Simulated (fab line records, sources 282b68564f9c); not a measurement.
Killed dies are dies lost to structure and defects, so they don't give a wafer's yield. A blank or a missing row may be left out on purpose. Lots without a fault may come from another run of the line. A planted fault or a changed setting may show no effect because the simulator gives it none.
fab line records | flow rit_cmos
record lots=6 wafers=18 last_day=7
route steps=202 shown NLDD@110 PLDD@114 SPACER@125 NSD@131 PSD@142 M1@202
lots that met no fault: from a run of the same line without faults
start_h: hours from the record's first day to the start of the lot's first wafer shown | wait_h: hours since the lot's step before | " the same as in the row above | L1.1+2: a row that stands for several wafers | - no value, or no start given | * or withheld: withheld | < > ~ a bound
route shown NAME@n: a module of which the file shows steps, and the number in the route of the first | usual: mean/standard deviation of fault-free wafers | same: alike in all rows | chamber/n: place in a boat | sites: the reading at each site | _std_site: their standard deviation | _edge_site: outer sites' mean less inner sites' | radius_mm: how far each site lies from the wafer's centre | mask NAME#n: copy n | behind: the tool/chamber that last shaped the wafer | hold: why the lot was held/for how many hours/how that ended | device: the transistor (n, p or np) that didn't switch | end of line: the same wafers' tests at the end of the route | a step without rows: its recipe alone | killed: dies lost to structure and defects at the first sort, not the wafer's yield | map: a wafer's dies, x killed, . not, _ none there
set.NAME: the setting as run; set.NAME@STEP: as run at that earlier step | model.NAME: the simulator's own value behind a step, which no gauge read
lots at some steps of the route; a table a step, a row a wafer
services: from which hour (start_h, from the record's first day; less than 0 if before it) a tool's chamber was out of use, for how many hours, and why
## steps
# step RIT_NLDD_HARDBAKE_07
# recipe resist=NOVOLAK temp_c=140 time_s=60
# step RIT_NLDD_IMPLANT_08
# recipe species=P energy_kev=20 dose_cm2=5e+14 tilt_deg=7
# step RIT_NLDD_STRIP_09
# recipe chemistry=O2 time_s=180 resist=NOVOLAK platen_temp_c=withheld power_w=500 pressure_mtorr=4000 o2_flow_sccm=4000
# usual drypump_motor_current_A=5.8/0.36 o2_flow_sccm=4000/12 rf_refl_power_W=7.5/1.1
# columns lot.wafer tool chamber start_h wait_h drypump_motor_current_A o2_flow_sccm rf_hours_counter_h rf_refl_power_W
L166.2 plasma_asher-04 1 47.14 0.1 5.5 3994 43 8.1
L166.4 " 0 " " 5.9 4013 - 6.5
L166.5 " 1 " " 5.5 3989 - 7.9
L169.2 plasma_asher-03 0 62.55 0.1 5.2 4018 43 9.6
L169.3 " 1 " " 5.4 4016 - 7.4
L169.6 " 1 " " 5.4 4011 - 7.2
L170.3 plasma_asher-03 0 67.33 0.1 5.2 4015 - 9.6
L170.4 " 1 " " 5.4 4001 - 7.8
L170.5 " 0 " " 5.2 4015 - 9.7
L173.3 plasma_asher-02 1 83.36 0.1 6.0 4004 - 7.1
L173.5 " 0 " " 6.3 3993 - 6.3
L173.6 " 1 " " 6.0 4010 - 7.1
L183.1 plasma_asher-02 0 132.39 0.1 6.2 3988 33 6.1
L183.3 " 0 " " 6.2 3999 - 6.4
L183.6 " 0 " " 6.2 3987 - 6.5
L185.3 plasma_asher-03 1 144.94 0.1 5.5 3987 - 7.3
L185.4 " 0 " " 5.2 3994 - 9.7
L185.5 " 1 " " 5.5 4005 - 7.4
# step RIT_NLDD_TW_MEAS_10
# usual NLDD_TW=2494/18
# columns lot.wafer tool chamber start_h wait_h NLDD_TW
L166.2 film_metro-04 - 47.33 0.1 2455
L166.4 " - " " 2483
L166.5 " - " " 2491
L169.2 film_metro-03 - 62.74 0.1 2485
L169.3 " - " " 2474
L169.6 " - " " 2472
L170.3 film_metro-01 - 67.47 0.1 2525
L170.4 " - " " 2505
L170.5 " - " " 2509
L173.3 film_metro-04 - 83.49 0.1 2475
L173.5 " - " " 2476
L173.6 " - " " 2485
L183.1 film_metro-04 - 132.56 0.1 2486
L183.3 " - " " 2498
L183.6 " - " " 2488
L185.3 film_metro-01 - 145.08 0.1 2513
L185.4 " - " " 2522
L185.5 " - " " 2510
# step RIT_PLDD_HMDS_00
# recipe prime_time_s=60 prime_temp_c=140
# step RIT_PLDD_COAT_01
# recipe resist=NOVOLAK spin_rpm=3250 resist_thk_nm=1000
# step RIT_PLDD_SOFTBAKE_02
# recipe resist=NOVOLAK temp_c=90 time_s=60
# step RIT_PLDD_EXPOSE_03
# recipe mask_id=M8 na=0.57 target_cd_nm=40900 dose_mj=250
# step RIT_PLDD_PEB_04
# recipe resist=NOVOLAK temp_c=withheld time_s=withheld
# step RIT_PLDD_DEVELOP_05
# recipe resist=NOVOLAK develop_time_s=50 dev_temp_c=23
# step RIT_PLDD_OVL_MEAS_06
# usual PLDD_OVL=1.0/1.3
# columns lot.wafer tool chamber start_h wait_h PLDD_OVL[nm]
L166.2 overlay-02 - 48.37 - 0.2
L166.4 " - " " -0.4
L166.5 " - " " 0.3
L169.2 overlay-01 - 63.64 - 0.2
L169.3 " - " " 1.5
L169.6 " - " " 3.9
L170.3 overlay-02 - 68.37 - 1.9
L170.4 " - " " 2.7
L170.5 " - " " -0.9
L173.3 overlay-02 - 84.52 - 2.4
L173.5 " - " " 2.2
L173.6 " - " " 2.0
L183.1 overlay-02 - 133.48 - 1.2
L183.3 " - " " 1.6
L183.6 " - " " 0.3
L185.3 overlay-01 - 146.10 - 3.7
L185.4 " - " " 1.4
L185.5 " - " " 2.6
# step RIT_PLDD_HARDBAKE_07
# recipe resist=NOVOLAK temp_c=140 time_s=60
# step RIT_PLDD_IMPLANT_08
# recipe species=BF2 energy_kev=20 dose_cm2=9e+14 tilt_deg=7
# usual dose_ions_cm2=8.998e+14/1e+12 end_station_pressure_torr=7.3e-06/3.7e-07 faraday_current_uA=2815/54
# columns lot.wafer tool chamber start_h wait_h dose_ions_cm2 end_station_pressure_torr faraday_current_uA
L166.2 implanter-04 0 48.57 0.1 9.004e+14 7.3e-06 2916
L166.4 " 0 " " 9.011e+14 8e-06 2815
L166.5 " 0 " " 9.011e+14 7.2e-06 2737
L169.2 implanter-02 0 63.85 0.1 8.986e+14 7.2e-06 2813
L169.3 " 0 " " 8.986e+14 7.4e-06 2749
L169.6 " 0 " " 8.993e+14 7.1e-06 2831
L170.3 implanter-02 0 68.60 0.1 9.005e+14 7.6e-06 2798
L170.4 " 0 " " 8.998e+14 6.7e-06 2805
L170.5 " 0 " " 9.004e+14 7.3e-06 2812
L173.3 implanter-02 0 84.74 0.1 8.995e+14 7e-06 2865
L173.5 " 0 " " 8.989e+14 7.2e-06 2792
L173.6 " 0 " " 8.999e+14 7e-06 2798
L183.1 implanter-04 0 133.66 0.1 2.703e+14 5.5e-06 870
L183.3 " 0 " " 2.707e+14 5.7e-06 825
L183.6 " 0 " " 2.707e+14 5.7e-06 849
L185.3 implanter-04 0 146.33 0.1 2.706e+14 5.3e-06 841
L185.4 " 0 " " 2.705e+14 5.6e-06 854
L185.5 " 0 " " 2.7e+14 6.3e-06 838
# step RIT_PLDD_STRIP_09
# recipe chemistry=O2 time_s=180 resist=NOVOLAK platen_temp_c=withheld power_w=500 pressure_mtorr=4000 o2_flow_sccm=4000
# usual drypump_motor_current_A=5.8/0.37 o2_flow_sccm=3999/12 rf_refl_power_W=7.2/1.1
# columns lot.wafer tool chamber start_h wait_h drypump_motor_current_A o2_flow_sccm rf_hours_counter_h rf_refl_power_W
L166.2 plasma_asher-02 1 48.70 0.1 6.0 4000 24 7.1
L166.4 " 0 " " 6.3 3983 - 6.4
L166.5 " 0 " " 6.2 3979 - 6.2
L169.2 plasma_asher-03 0 63.97 0.1 5.2 4003 43 9.6
L169.3 " 0 " " 5.2 4003 - 9.7
L169.6 " 1 " " 5.4 3990 - 7.2
L170.3 plasma_asher-03 1 68.75 0.1 5.5 3990 - 7.4
L170.4 " 0 " " 5.2 3989 - 9.4
L170.5 " 0 " " 5.2 3999 - 9.3
L173.3 plasma_asher-02 1 84.90 0.1 6.0 4001 - 7.2
L173.5 " 1 " " 5.9 3993 - 7.4
L173.6 " 0 " " 6.2 4013 - 6.2
L183.1 plasma_asher-01 1 133.81 0.1 6.1 4009 1 5.4
L183.3 " 1 " " 6.0 4018 - 5.7
L183.6 " 0 " " 5.4 3993 - 7.2
L185.3 plasma_asher-01 1 146.49 0.1 6.0 4010 - 5.8
L185.4 " 0 " " 5.4 3988 - 7.7
L185.5 " 1 " " 6.0 3974 - 6.3
# step RIT_PLDD_TW_MEAS_10
# usual PLDD_TW=2353/15
# columns lot.wafer tool chamber start_h wait_h PLDD_TW
L166.2 film_metro-01 - 48.88 0.1 2360
L166.4 " - " " 2350
L166.5 " - " " 2358
L169.2 film_metro-04 - 64.16 0.1 2336
L169.3 " - " " 2337
L169.6 " - " " 2341
L170.3 film_metro-03 - 68.89 0.1 2341
L170.4 " - " " 2336
L170.5 " - " " 2337
L173.3 film_metro-01 - 85.04 0.1 2361
L173.5 " - " " 2368
L173.6 " - " " 2378
L183.1 film_metro-01 - 133.99 0.1 1666
L183.3 " - " " 1668
L183.6 " - " " 1677
L185.3 film_metro-01 - 146.62 0.1 1688
L185.4 " - " " 1682
L185.5 " - " " 1685
# step RIT_SPACER_CLEAN_00
# recipe chemistry=SC1 mix=3:3:50 time_s=600 temp_c=75
# step RIT_SPACER_CLEAN_01
# recipe chemistry=dHF dilution=50:1 time_s=30
# step RIT_SPACER_CLEAN_02
# recipe chemistry=SC2 mix=3:3:50 time_s=600 temp_c=75 dry=n2_spin
# step RIT_SPACER_CVD_03
# recipe material=Si3N4 target_thk_nm=250 temp_c=810 precursor=SiH2Cl2/NH3 time_s=3300 pressure_mtorr=300 sih2cl2_flow_sccm=60 nh3_flow_sccm=150
# step RIT_SPACER_THK_MEAS_04
# recipe reads=Si3N4_of_SPACER_CVD_03
# usual SPACER_NITRIDE_THK=250.2/2.1
# columns lot.wafer tool chamber start_h wait_h SPACER_NITRIDE_THK[nm]
L166.2 film_metro-03 - 51.24 0.0 252.8
L166.4 " - " " 251.5
L166.5 " - " " 251.3
L169.2 film_metro-03 - 66.52 0.0 249.6
L169.3 " - " " 247.8
L169.6 " - " " 248.2
L170.3 film_metro-03 - 71.23 0.0 251.1
L170.4 " - " " 253.2
L170.5 " - " " 251.9
L173.3 film_metro-02 - 88.34 0.0 250.1
L173.5 " - " " 249.3
L173.6 " - " " 248.6
L183.1 film_metro-01 - 136.35 0.0 247.7
L183.3 " - " " 248.8
L183.6 " - " " 245.9
L185.3 film_metro-03 - 148.97 0.0 246.5
L185.4 " - " " 246.9
L185.5 " - " " 244.2
# step RIT_SPACER_ETCHBACK_05
# recipe target_depth_a=2500 SF6_flow_sccm=30 CHF3_flow_sccm=30 target=Si3N4 chemistry=SF6/CHF3 pressure_mtorr=40 rf_w=250 time_s=240 stop_on=SiO2
# usual drypump_motor_current_A=5.5/0.47 oes_product_au=0.837/0.013 throttle_valve_pct=10.33/0.11
# columns lot.wafer tool chamber start_h wait_h drypump_motor_current_A oes_product_au rf_hours_counter_h throttle_valve_pct
L166.2 rie_diel-01 0 51.29 0.0 6.0 0.828 1 10.37
L166.4 " 0 " " 6.0 0.827 - 10.39
L166.5 " 1 " " 6.3 0.852 - 10.36
L169.2 rie_diel-03 0 66.57 0.0 5.9 0.824 41 10.26
L169.3 " 3 " " 5.2 0.839 106 10.39
L169.6 " 1 " " 6.0 0.850 - 10.46
L170.3 rie_diel-04 3 71.27 0.0 5.3 0.825 146 10.27
L170.4 " 2 " " 4.7 0.852 95 10.21
L170.5 " 2 " " 4.7 0.848 - 10.21
L173.3 rie_diel-03 2 88.38 0.0 5.4 0.829 20 10.34
L173.5 " 3 " " 5.2 0.843 - 10.38
L173.6 " 2 " " 5.4 0.836 - 10.35
L183.1 rie_diel-03 3 136.41 0.1 5.2 0.843 108 10.39
L183.3 " 0 " " 5.9 0.817 42 10.26
L183.6 " 2 " " 5.4 0.829 - 10.33
L185.3 rie_diel-04 2 149.01 0.0 4.7 0.835 97 10.21
L185.4 " 1 " " 6.1 0.836 70 10.14
L185.5 " 3 " " 5.4 0.814 - 10.26
# step RIT_NSD_HMDS_00
# recipe prime_time_s=60 prime_temp_c=140
# step RIT_NSD_COAT_01
# recipe resist=NOVOLAK spin_rpm=3250 resist_thk_nm=1000
# step RIT_NSD_SOFTBAKE_02
# recipe resist=NOVOLAK temp_c=90 time_s=60
# step RIT_NSD_EXPOSE_03
# recipe mask_id=M9 na=0.57 target_cd_nm=40700 dose_mj=250
# step RIT_NSD_PEB_04
# recipe resist=NOVOLAK temp_c=withheld time_s=withheld
# step RIT_NSD_DEVELOP_05
# recipe resist=NOVOLAK develop_time_s=50 dev_temp_c=23
# step RIT_NSD_OVL_MEAS_06
# usual NSD_OVL=-0.6/1.1
# columns lot.wafer tool chamber start_h wait_h NSD_OVL[nm]
L166.2 overlay-02 - 52.42 - -0.6
L166.4 " - " " -2.3
L166.5 " - " " 1.1
L169.2 overlay-02 - 67.70 - 0.1
L169.3 " - " " 1.8
L169.6 " - " " 0.6
L170.3 overlay-02 - 72.32 - 0.8
L170.4 " - " " -1.7
L170.5 " - " " 0.1
L173.3 overlay-01 - 89.39 - -1.1
L173.5 " - " " -1.5
L173.6 " - " " -0.9
L183.1 overlay-02 - 137.76 - -1.6
L183.3 " - " " -0.8
L183.6 " - " " -3.6
L185.3 overlay-01 - 150.02 - -1.5
L185.4 " - " " -1.3
L185.5 " - " " 1.3
# step RIT_NSD_HARDBAKE_07
# recipe resist=NOVOLAK temp_c=140 time_s=60
# step RIT_NSD_IMPLANT_08
# recipe species=P energy_kev=25 dose_cm2=1e+15 tilt_deg=7
# step RIT_NSD_STRIP_09
# recipe chemistry=O2 time_s=180 resist=NOVOLAK platen_temp_c=withheld power_w=500 pressure_mtorr=4000 o2_flow_sccm=4000
# usual drypump_motor_current_A=5.8/0.3 o2_flow_sccm=3999/13 rf_refl_power_W=6.9/0.82
# columns lot.wafer tool chamber start_h wait_h drypump_motor_current_A o2_flow_sccm rf_hours_counter_h rf_refl_power_W
L166.2 plasma_asher-02 1 52.75 0.1 6.0 4004 24 7.4
L166.4 " 0 " " 6.2 4004 - 6.4
L166.5 " 0 " " 6.2 4014 - 6.6
L169.2 plasma_asher-01 1 68.03 0.1 6.0 4012 41 5.7
L169.3 " 1 " " 6.0 4022 - 5.8
L169.6 " 0 " " 5.4 3996 - 7.6
L170.3 plasma_asher-02 0 72.70 0.1 6.3 4012 - 5.9
L170.4 " 1 " " 5.9 4008 - 6.9
L170.5 " 0 " " 6.2 3998 - 6.3
L173.3 plasma_asher-01 1 89.78 0.1 6.0 3984 - 5.6
L173.5 " 0 " " 5.4 3995 - 7.8
L173.6 " 1 " " 6.0 3986 - 5.5
L183.1 plasma_asher-04 1 138.10 0.1 5.5 3994 52 8.0
L183.3 " 1 " " 5.5 3994 - 7.5
L183.6 " 1 " " 5.5 3982 - 8.2
L185.3 plasma_asher-01 0 150.40 0.1 5.4 4002 - 7.4
L185.4 " 1 " " 6.0 4019 - 5.8
L185.5 " 1 " " 6.0 4001 - 5.9
# step RIT_NSD_TW_MEAS_10
# usual NSD_TW=3118/18
# columns lot.wafer tool chamber start_h wait_h NSD_TW
L166.2 film_metro-01 - 52.94 0.1 3150
L166.4 " - " " 3135
L166.5 " - " " 3153
L169.2 film_metro-04 - 68.21 0.1 3113
L169.3 " - " " 3110
L169.6 " - " " 3118
L170.3 film_metro-04 - 72.84 0.1 3114
L170.4 " - " " 3110
L170.5 " - " " 3107
L173.3 film_metro-04 - 89.91 0.1 3110
L173.5 " - " " 3109
L173.6 " - " " 3118
L183.1 film_metro-03 - 138.27 0.1 3092
L183.3 " - " " 3104
L183.6 " - " " 3113
L185.3 film_metro-01 - 150.54 0.1 3154
L185.4 " - " " 3139
L185.5 " - " " 3136
# step RIT_PSD_HMDS_00
# recipe prime_time_s=60 prime_temp_c=140
# step RIT_PSD_COAT_01
# recipe resist=NOVOLAK spin_rpm=3250 resist_thk_nm=1000
# step RIT_PSD_SOFTBAKE_02
# recipe resist=NOVOLAK temp_c=90 time_s=60
# step RIT_PSD_EXPOSE_03
# recipe mask_id=M10 na=0.57 target_cd_nm=40900 dose_mj=250
# step RIT_PSD_PEB_04
# recipe resist=NOVOLAK temp_c=withheld time_s=withheld
# step RIT_PSD_DEVELOP_05
# recipe resist=NOVOLAK develop_time_s=50 dev_temp_c=23
# step RIT_PSD_OVL_MEAS_06
# usual PSD_OVL=0.5/1.5
# columns lot.wafer tool chamber start_h wait_h PSD_OVL[nm]
L166.2 overlay-01 - 54.03 - 3.3
L166.4 " - " " -0.3
L166.5 " - " " -0.1
L169.2 overlay-01 - 69.24 - 2.3
L169.3 " - " " 2.5
L169.6 " - " " 3.1
L170.3 overlay-01 - 73.74 - -1.8
L170.4 " - " " -0.6
L170.5 " - " " -1.7
L173.3 overlay-01 - 91.03 - 0.6
L173.5 " - " " 1.2
L173.6 " - " " -0.2
L183.1 overlay-01 - 139.18 - 3.5
L183.3 " - " " 3.0
L183.6 " - " " 1.6
L185.3 overlay-01 - 151.44 - 0.0
L185.4 " - " " 0.1
L185.5 " - " " -0.1
# step RIT_PSD_HARDBAKE_07
# recipe resist=NOVOLAK temp_c=140 time_s=60
# step RIT_PSD_IMPLANT_08
# recipe species=BF2 energy_kev=27 dose_cm2=5e+15 tilt_deg=7
# step RIT_PSD_STRIP_09
# recipe chemistry=O2 time_s=180 resist=NOVOLAK platen_temp_c=withheld power_w=500 pressure_mtorr=4000 o2_flow_sccm=4000
# usual drypump_motor_current_A=5.62/0.29 o2_flow_sccm=4000/12 rf_refl_power_W=7.4/1.2
# columns lot.wafer tool chamber start_h wait_h drypump_motor_current_A o2_flow_sccm rf_hours_counter_h rf_refl_power_W
L166.2 plasma_asher-03 1 54.36 0.1 5.44 3983 42 7.3
L166.4 " 1 " " 5.43 3995 - 7.4
L166.5 " 0 " " 5.22 4001 - 9.7
L169.2 plasma_asher-01 1 69.57 0.1 6.06 4011 42 5.6
L169.3 " 1 " " 6.05 3995 - 5.7
L169.6 " 1 " " 6.04 4002 - 6.0
L170.3 plasma_asher-04 1 74.12 0.1 5.51 3991 - 7.7
L170.4 " 0 " " 5.86 3992 - 7.2
L170.5 " 0 " " 5.87 4016 - 7.1
L173.3 plasma_asher-04 1 91.41 0.1 5.55 3995 - 8.3
L173.5 " 1 " " 5.53 3991 - 8.0
L173.6 " 0 " " 5.88 3978 - 7.2
L183.1 plasma_asher-03 1 139.60 0.1 5.44 4002 51 7.6
L183.3 " 1 " " 5.43 3997 - 7.3
L183.6 " 1 " " 5.46 4006 - 7.8
L185.3 plasma_asher-01 1 151.82 0.1 6.05 4015 - 5.4
L185.4 " 0 " " 5.40 4009 - 7.5
L185.5 " 0 " " 5.36 3994 - 7.5
# step RIT_SDANNEAL_RS_MEAS_06
# recipe thk_meas_gauge=four-point-probe
# usual PLDD_RS=178.6/0.68
# columns lot.wafer tool chamber start_h wait_h PLDD_RS[ohm/sq]
L166.2 film_metro-04 - 55.31 0.1 179.3
L166.4 " - " " 179.1
L166.5 " - " " 179.0
L169.2 film_metro-03 - 70.49 0.1 179.1
L169.3 " - " " 178.8
L169.6 " - " " 179.4
L170.3 film_metro-01 - 75.01 0.1 179.0
L170.4 " - " " 178.6
L170.5 " - " " 178.5
L173.3 film_metro-03 - 92.29 0.1 178.4
L173.5 " - " " 178.7
L173.6 " - " " 178.5
L183.1 film_metro-03 - 140.50 0.1 432.4
L183.3 " - " " 431.8
L183.6 " - " " 429.6
L185.3 film_metro-04 - 152.70 0.1 427.1
L185.4 " - " " 431.0
L185.5 " - " " 426.4
# step RIT_M1_PROBE_99
# usual killed_at_M0_to_M3=0.0/0.14 killed_at_contacts=0.0/0.22 killed_at_front_end=7/3 killed_dies=7/3.1 killed_open=3.4/2.1 killed_short=3.2/1.9
# same gross_dies=264 killed_at_M4_up=0 killed_at_back_side=0 killed_at_other=0
# columns lot.wafer tool chamber start_h wait_h killed_at_M0_to_M3 killed_at_contacts killed_at_front_end killed_dies killed_open killed_short
L166.2 prober-02 - 62.85 0.1 0 1 8 9 4 5
L166.4 prober-02 - 62.95 0.2 0 0 10 10 6 4
L166.5 prober-02 - 63.00 0.2 0 0 7 7 6 1
L169.2 prober-02 - 78.75 0.1 0 1 5 6 2 4
L169.3 prober-02 - 78.80 0.2 0 0 11 11 8 3
L169.6 prober-02 - 78.95 0.2 0 0 8 8 5 3
L170.3 prober-01 - 82.22 0.2 0 0 6 6 3 3
L170.4 prober-01 - 82.27 0.2 0 0 4 4 3 1
L170.5 prober-01 - 82.32 0.2 0 0 3 3 1 2
L173.3 prober-02 - 99.66 0.2 0 0 8 8 5 3
L173.5 prober-02 - 99.76 0.2 0 0 7 7 3 4
L173.6 prober-02 - 99.81 0.2 1 0 9 10 5 5
L183.1 prober-02 - 147.74 0.1 0 0 11 11 5 6
L183.3 prober-02 - 147.84 0.2 0 0 10 10 9 1
L183.6 prober-02 - 147.99 0.2 0 0 4 4 4 0
L185.3 prober-02 - 159.93 0.2 0 0 17 17 9 8
L185.4 prober-02 - 159.98 0.2 0 0 7 7 4 3
L185.5 prober-02 - 160.03 0.2 0 0 7 7 3 4
# killed by level:class
L166.2 GATE:geometric_particle:short=3 GATE:geometric_particle:open=1 REOX:geometric_particle:short=1 REOX:geometric_particle:open=1 SPACER:geometric_particle:short=1 SILICIDE:geometric_particle:open=1 CONTACT:geometric_particle:open=1
L166.4 SPACER:geometric_particle:open=3 GATE:geometric_particle:open=2 GATE:geometric_particle:short=2 FOX2:geometric_particle:open=1 REOX:geometric_particle:short=1 SILICIDE:geometric_particle:short=1
L166.5 REOX:geometric_particle:open=3 SPACER:geometric_particle:open=2 GATE:geometric_particle:open=1 SPACER:geometric_particle:short=1
L169.2 FOX1:geometric_particle:open=1 FOX2:geometric_particle:short=1 GATE:geometric_particle:short=1 SPACER:geometric_particle:open=1 SILICIDE:geometric_particle:short=1 CONTACT:geometric_particle:short=1
L169.3 SPACER:geometric_particle:open=4 GATE:geometric_particle:open=3 GATE:geometric_particle:short=2 FOX2:geometric_particle:open=1 REOX:geometric_particle:short=1
L169.6 FOX2:geometric_particle:open=2 FOX1:geometric_particle:open=1 FOX2:geometric_particle:short=1 GATE:geometric_particle:short=1 SPACER:geometric_particle:short=1 SPACER:geometric_particle:open=1 SILICIDE:geometric_particle:open=1
L170.3 GATE:geometric_particle:short=2 FOX1:geometric_particle:short=1 FOX1:geometric_particle:open=1 FOX2:geometric_particle:open=1 REOX:geometric_particle:open=1
L170.4 FOX1:geometric_particle:open=1 GATE:geometric_particle:open=1 GATE:geometric_particle:short=1 SILICIDE:geometric_particle:open=1
L170.5 GATE:geometric_particle:open=1 GATE:geometric_particle:short=1 REOX:geometric_particle:short=1
L173.3 GATE:geometric_particle:open=3 GATE:geometric_particle:short=2 FOX1:geometric_particle:open=1 FOX2:geometric_particle:open=1 REOX:geometric_particle:short=1
L173.5 GATE:geometric_particle:short=2 SILICIDE:geometric_particle:open=2 FOX2:geometric_particle:short=1 GATE:geometric_particle:open=1 SILICIDE:geometric_particle:short=1
L173.6 GATE:geometric_particle:open=3 FOX1:geometric_particle:short=2 SILICIDE:geometric_particle:short=2 REOX:geometric_particle:short=1 SPACER:geometric_particle:open=1 M1:geometric_particle:open=1
L183.1 GATE:geometric_particle:open=3 SPACER:geometric_particle:short=2 SILICIDE:geometric_particle:short=2 FOX1:geometric_particle:open=1 FOX1:geometric_particle:short=1 REOX:geometric_particle:short=1 SPACER:geometric_particle:open=1
L183.3 FOX1:geometric_particle:open=3 REOX:geometric_particle:open=3 GATE:geometric_particle:open=2 REOX:geometric_particle:short=1 SILICIDE:geometric_particle:open=1
L183.6 SILICIDE:geometric_particle:open=2 GATE:geometric_particle:open=1 SPACER:geometric_particle:open=1
L185.3 GATE:geometric_particle:open=5 REOX:geometric_particle:short=4 REOX:geometric_particle:open=2 SILICIDE:geometric_particle:short=2 FOX1:geometric_particle:open=1 FOX2:geometric_particle:short=1 FOX2:geometric_particle:open=1 GATE:geometric_particle:short=1
L185.4 SPACER:geometric_particle:open=2 GATE:geometric_particle:short=1 GATE:geometric_particle:open=1 REOX:geometric_particle:open=1 REOX:geometric_particle:short=1 SILICIDE:geometric_particle:short=1
L185.5 FOX2:geometric_particle:short=1 GATE:geometric_particle:open=1 REOX:geometric_particle:short=1 SPACER:geometric_particle:open=1 SPACER:geometric_particle:short=1 SILICIDE:geometric_particle:open=1 SILICIDE:geometric_particle:short=1
## services
# columns tool chamber start_h hours kind
rie_diel-01 2 45.27 48.3 repair
plasma_asher-04 - 71.49 0.9 repair
rie_diel-03 0 76.05 35.9 repair
rie_diel-01 1 93.58 - clean
rie_diel-01 1 93.58 25.0 scheduled_down
rie_diel-01 1 93.58 25.0 vent_cycle
plasma_asher-01 - 108.75 9.0 pm
plasma_asher-01 0 108.75 9.0 vent_cycle
plasma_asher-01 1 108.75 9.0 vent_cycle
plasma_asher-03 - 114.87 0.8 repair
implanter-02 - 114.88 8.7 pm
plasma_asher-01 0 117.75 - clean
plasma_asher-01 1 117.75 - clean
rie_diel-01 - 126.74 0.5 repair
rie_diel-03 1 134.59 11.6 repair
rie_diel-03 0 136.83 10.5 repair
rie_diel-04 2 144.36 2.7 repair
rie_diel-03 3 146.33 6.7 repair
## key
first_sign step=RIT_PLDD_IMPLANT_08 reading=dose_ions_cm2 direction=down sigmas=99+ usual=8.998e+14 struck=2.705e+14
effect step=RIT_PLDD_IMPLANT_08 reading=faraday_current_uA direction=down sigmas=36 usual=2815 struck=846
effect step=RIT_PLDD_TW_MEAS_10 reading=PLDD_TW direction=down sigmas=46 usual=2353 struck=1678
effect step=RIT_SDANNEAL_RS_MEAS_06 reading=PLDD_RS direction=up sigmas=99+ usual=178.6 struck=429.7
met_at RIT_PLDD_IMPLANT_08
struck_wafers L183.1,L183.3,L183.6,L185.3,L185.4,L185.5
tester_left_out L183,L185
onset_between 48.57 133.66
fault kind=process_parameter_drift tool=implanter-04 chamber=- onset_h=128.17 steps=RIT_PLDD_IMPLANT_08 channel=dose_cm2 offset=-6.3e+14 shape=step end_h=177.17 acts_in=these_recipes_only stated=9e+14
# tester_left_out: of these lots the tester's yield and bins aren't shown, on N5 and GAA mostly nor the transistor test; their killed dies are dies lost to structure and defects alone, not to doping, threshold or leakage, so they don't give the yield
